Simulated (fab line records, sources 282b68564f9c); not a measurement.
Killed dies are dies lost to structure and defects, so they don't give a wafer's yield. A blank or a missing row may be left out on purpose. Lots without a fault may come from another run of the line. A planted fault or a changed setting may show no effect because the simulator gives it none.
fab line records | flow rit_cmos
record lots=14 wafers=42 last_day=7
route steps=202 shown GATE@95 M1@202
lots that met no fault: from a run of the same line without faults
start_h: hours from the record's first day to the start of the lot's first wafer shown | wait_h: hours since the lot's step before | " the same as in the row above | L1.1+2: a row that stands for several wafers | - no value, or no start given | * or withheld: withheld | < > ~ a bound
route shown NAME@n: a module of which the file shows steps, and the number in the route of the first | usual: mean/standard deviation of fault-free wafers | same: alike in all rows | chamber/n: place in a boat | sites: the reading at each site | _std_site: their standard deviation | _edge_site: outer sites' mean less inner sites' | radius_mm: how far each site lies from the wafer's centre | mask NAME#n: copy n | behind: the tool/chamber that last shaped the wafer | hold: why the lot was held/for how many hours/how that ended | device: the transistor (n, p or np) that didn't switch | end of line: the same wafers' tests at the end of the route | a step without rows: its recipe alone | killed: dies lost to structure and defects at the first sort, not the wafer's yield | map: a wafer's dies, x killed, . not, _ none there
set.NAME: the setting as run; set.NAME@STEP: as run at that earlier step | model.NAME: the simulator's own value behind a step, which no gauge read
steps of the route over a sample of lots; a table a step, a row a wafer
services: from which hour (start_h, from the record's first day; less than 0 if before it) a tool's chamber was out of use, for how many hours, and why
## steps
# step RIT_GATE_ETCH_19
# recipe chemistry=SF6/CHF3/O2 time_s=165 SF6_flow_sccm=30 CHF3_flow_sccm=30 O2_flow_sccm=5 target=poly-Si pressure_mtorr=40 rf_w=160 target_depth_a=3125 over_etch_frac=0.25 stop_on=SiO2
# usual drypump_motor_current_A=5.9/0.37 oes_product_au=0.845/0.015 over_etch_frac=0.25/0 throttle_valve_pct=10.37/0.11
# columns lot.wafer tool chamber start_h wait_h drypump_motor_current_A oes_product_au over_etch_frac rf_hours_counter_h throttle_valve_pct
L818.2 rie_si-02 2 39.06 0.1 6.4 0.804 0.25 73 10.44
L818.3 " 0 " " 5.8 0.845 0.25 0 10.33
L818.6 " 2 " " 6.4 0.815 0.25 - 10.45
L819.2 rie_si-01 0 47.37 0.1 6.1 0.850 0.25 27 10.24
L819.3 " 3 " " 5.1 0.838 0.25 49 10.40
L819.4 " 2 " " 5.8 0.833 0.25 70 10.56
L821.2 rie_si-01 3 54.95 0.1 5.1 0.842 0.25 49 10.40
L821.3 " 1 " " 5.8 0.826 0.25 51 10.47
L821.5 " 2 " " 5.8 0.843 0.25 - 10.55
L822.2 rie_si-02 0 59.02 0.1 5.7 0.864 0.25 0 10.31
L822.3 " 1 " " 6.1 0.863 0.25 147 10.28
L822.6 " 0 " " 5.7 0.865 0.25 - 10.34
L823.3 rie_si-01 1 63.18 0.1 5.8 0.850 0.25 52 10.46
L823.4 " 2 " " 5.8 0.847 0.25 70 10.56
L823.6 " 0 " " 6.1 0.858 0.25 - 10.23
L824.3 rie_si-02 2 74.82 0.1 6.4 0.829 0.25 73 10.44
L824.4 " 3 " " 5.8 0.823 0.25 77 10.25
L824.6 " 0 " " 5.7 0.856 0.25 - 10.34
L826.1 rie_si-02 3 80.32 0.1 5.8 0.831 0.25 77 10.25
L826.4 " 2 " " 6.5 0.841 0.25 73 10.43
L826.6 " 2 " " 6.5 0.847 0.25 - 10.42
L830.1 rie_si-02 2 98.07 0.1 6.4 0.817 0.25 74 10.43
L830.2 " 0 " " 5.7 0.856 0.25 1 10.34
L830.6 " 1 " " 6.1 0.856 0.25 - 10.27
L831.3 rie_si-01 0 105.09 0.1 6.1 0.847 0.25 28 10.21
L831.4 " 3 " " 5.1 0.819 0.29612 49 10.40
L831.6 " 2 " " 5.8 0.833 0.25 - 10.56
L833.2 rie_si-01 3 111.35 0.1 5.1 0.822 0.29612 49 10.39
L833.3 " 2 " " 5.8 0.836 0.25 70 10.54
L833.6 " 2 " " 5.8 0.838 0.25 - 10.55
L834.1 rie_si-02 1 116.43 0.1 6.1 0.862 0.25 147 10.26
L834.2 " 2 " " 6.5 0.834 0.25 74 10.44
L834.5 " 0 " " 5.7 0.857 0.25 - 10.34
L836.2 rie_si-02 0 128.68 0.1 5.8 0.864 0.25 1 10.35
L836.3 " 2 " " 6.5 0.829 0.25 74 10.43
L836.5 " 3 " " 5.9 0.831 0.25 - 10.26
L838.3 rie_si-02 3 136.57 0.1 5.8 0.826 0.25 78 10.28
L838.5 " 2 " " 6.5 0.834 0.25 - 10.45
L838.6 " 0 " " 5.7 0.867 0.25 - 10.34
L840.1 rie_si-02 0 148.43 0.1 5.8 0.861 0.25 1 10.33
L840.3 " 3 " " 5.8 0.832 0.25 78 10.25
L840.6 " 0 " " 5.8 0.869 0.25 - 10.34
# step RIT_M1_PROBE_99
# usual killed_at_M0_to_M3=0.0/0.12 killed_at_contacts=0.1/0.29 killed_at_front_end=6/3 killed_dies=7/3.1 killed_open=3.2/1.9 killed_short=3.3/1.9
# same gross_dies=264 killed_at_M4_up=0 killed_at_back_side=0 killed_at_other=0
# columns lot.wafer tool chamber start_h wait_h killed_at_M0_to_M3 killed_at_contacts killed_at_front_end killed_dies killed_open killed_short
L838.3 prober-02 - 157.88 0.2 0 0 10 10 5 5
L838.5 prober-02 - 157.98 0.2 0 0 4 4 2 2
L838.6 prober-02 - 158.03 0.2 0 0 4 4 2 2
# killed by level:class
L838.3 GATE:geometric_particle:short=3 GATE:geometric_particle:open=2 REOX:geometric_particle:open=2 SPACER:geometric_particle:open=1 SPACER:geometric_particle:short=1 SILICIDE:geometric_particle:short=1
L838.5 SPACER:geometric_particle:open=2 GATE:geometric_particle:short=1 REOX:geometric_particle:short=1
L838.6 FOX1:geometric_particle:open=2 GATE:geometric_particle:short=2
## services
# columns tool chamber start_h hours kind
rie_si-02 - 49.39 0.2 repair
rie_si-02 1 124.67 - clean
rie_si-02 1 124.67 19.3 scheduled_down
rie_si-02 1 124.67 19.3 vent_cycle
## key
first_sign step=RIT_GATE_ETCH_19 reading=over_etch_frac direction=up sigmas=99+ usual=0.25 struck=0.29612
effect none on later readings
met_at RIT_GATE_ETCH_19
struck_lots L831,L833
struck_wafers L831.4,L833.2
tester_left_out L831,L833
onset_between 54.95 105.09
fault kind=process_parameter_drift tool=rie_si-01 chamber=3 onset_h=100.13 steps=RIT_GATE_ETCH_19 channel=over_etch_frac offset=0.04612 shape=step end_h=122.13 stated=0.25
# tester_left_out: of these lots the tester's yield and bins aren't shown, on N5 and GAA mostly nor the transistor test; their killed dies are dies lost to structure and defects alone, not to doping, threshold or leakage, so they don't give the yield
